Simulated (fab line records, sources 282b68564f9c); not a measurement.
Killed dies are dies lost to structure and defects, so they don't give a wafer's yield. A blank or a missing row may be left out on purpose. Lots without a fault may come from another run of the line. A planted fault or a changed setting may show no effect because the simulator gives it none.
A struck lot beside a sound one | flow rit_cmos | 21 steps out of a route of 202
Sound: wafers L585.2, L585.3, L585.6. Struck: wafers L600.1, L600.2, L600.3. The cause comes at the end.
At each step with rows: each side's tool, then ch and its chambers, then its first start. Under that, the readings that differ: sound wafers | struck wafers | difference of the means | sigmas: that difference in standard deviations of wafers without a fault.
alike: readings whose means differ by less than 2 such deviations, and words and numbers that are the same on both sides. not compared: withheld readings, readings that some wafer has no value for, bounds like >300 that may hide the same value, and numbers for which the record gives no deviation and whose values overlap.
The two part at a step that has a row with sigmas, a row that says differs or no value, or rows on one side only. Numbers that don't overlap but have no deviation are shown without sigmas and don't part them. A reading that every wafer of one side lacks parts them only if that side has two wafers or more.

first, 3 steps without rows for these wafers: RIT_GATE_CLEAN_02 (cleans in dHF, time 30 s); RIT_GATE_CLEAN_03 (cleans in SC2, time 600 s); RIT_GATE_CLEAN_04 (cleans in dHF, time 60 s).
RIT_FOX2_THK_MEAS_91:
  sound on film_metro-02, day 3 19:52; struck on film_metro-03, day 7 00:17
  alike: FIELD_OXIDE_LEFT_2_THK
then, 2 steps without rows for these wafers: RIT_GATE_OXIDATION_05 (target thk 3 nm, ox time 270 s); RIT_GATE_ANNEAL_06 (time 600 s).
RIT_GATE_THK_MEAS_07:
  sound on film_metro-03, day 3 21:15; struck on film_metro-03, day 7 03:34
  alike: GATE_OXIDE_THK
then, 1 step without rows for these wafers: RIT_GATE_CVD_08 (deposits poly-Si from SiH4, target thk 250 nm, time 2220 s).
RIT_GATE_THK_MEAS_09:
  sound on film_metro-03, day 3 22:55; struck on film_metro-02, day 7 05:14
  alike: GATE_POLY_THK
then, 3 steps without rows for these wafers: RIT_GATE_HMDS_10 (prime time 60 s); RIT_GATE_COAT_11 (resist thk 850 nm); RIT_GATE_SOFTBAKE_12 (time 60 s).
RIT_GATE_EXPOSE_13: exposes mask M6, target cd 150 nm.
  sound on iline_stepper-01 ch 0, day 3 23:34; struck on iline_stepper-02 ch 0, day 7 05:52
  reading              | sound             | struck            | difference | sigmas
  exposure_dose_mJ_cm2 | 379.8 380.2 380.2 | 330.2 330.6 330.7 | -49.6      | -99 or more
  alike: mask
then, 2 steps without rows for these wafers: RIT_GATE_PEB_14; RIT_GATE_DEVELOP_15 (develop time 50 s).
RIT_GATE_CD_MEAS_16: target cd 150 nm.
  sound on cd_sem-02, day 3 23:58; struck on cd_sem-02, day 7 06:16
  reading    | sound             | struck            | difference | sigmas
  cd_nm (nm) | 147.0 149.2 147.6 | 222.4 218.1 218.8 | +71.8      | +31
RIT_GATE_OVL_MEAS_17:
  sound on overlay-01, day 4 00:04; struck on overlay-01, day 7 06:23
  alike: GATE_OVL
then, 1 step without rows for these wafers: RIT_GATE_HARDBAKE_18 (time 60 s).
RIT_GATE_ETCH_19: etches poly-Si in SF6/CHF3/O2, stops on SiO2, time 165 s, target depth 312.5 nm.
  sound on rie_si-02 ch 2,3, day 4 00:32; struck on rie_si-01 ch 0,2,3, day 7 06:35
  reading               | sound         | struck          | difference | sigmas
  model.GATE.cd_nm (nm) | 147 149.4 148 | 222.3 218 218.9 | +71.6      |
  alike: drypump_motor_current_A, oes_product_au, throttle_valve_pct
  not compared: rf_hours_counter_h
RIT_GATE_STRIP_20: strips in O2, time 180 s.
  sound on plasma_asher-02 ch 0,1, day 4 00:39; struck on plasma_asher-02 ch 0,1, day 7 06:41
  alike: drypump_motor_current_A
  not compared: rf_hours_counter_h
RIT_M1_PROBE_99:
  sound on prober-02, day 4 20:37; struck on prober-01, day 8 06:08
  reading             | sound | struck      | difference | sigmas
  killed_at_front_end | 6 6 6 | 264 264 264 | +258       | +86
  killed_dies         | 6 6 6 | 264 264 264 | +258       | +83
  killed_on_rim       | 0 3 4 | 70 70 70    | +68        | +45
  alike: killed_at_contacts, killed_open, killed_short

WHERE THEY PART
First at RIT_GATE_EXPOSE_13; last, within this record, at RIT_M1_PROBE_99.

WHY: what the simulator had put in
Process parameter drift: iline_stepper-02, from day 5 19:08 on, at RIT_GATE_EXPOSE_13. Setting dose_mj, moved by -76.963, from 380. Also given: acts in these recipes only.
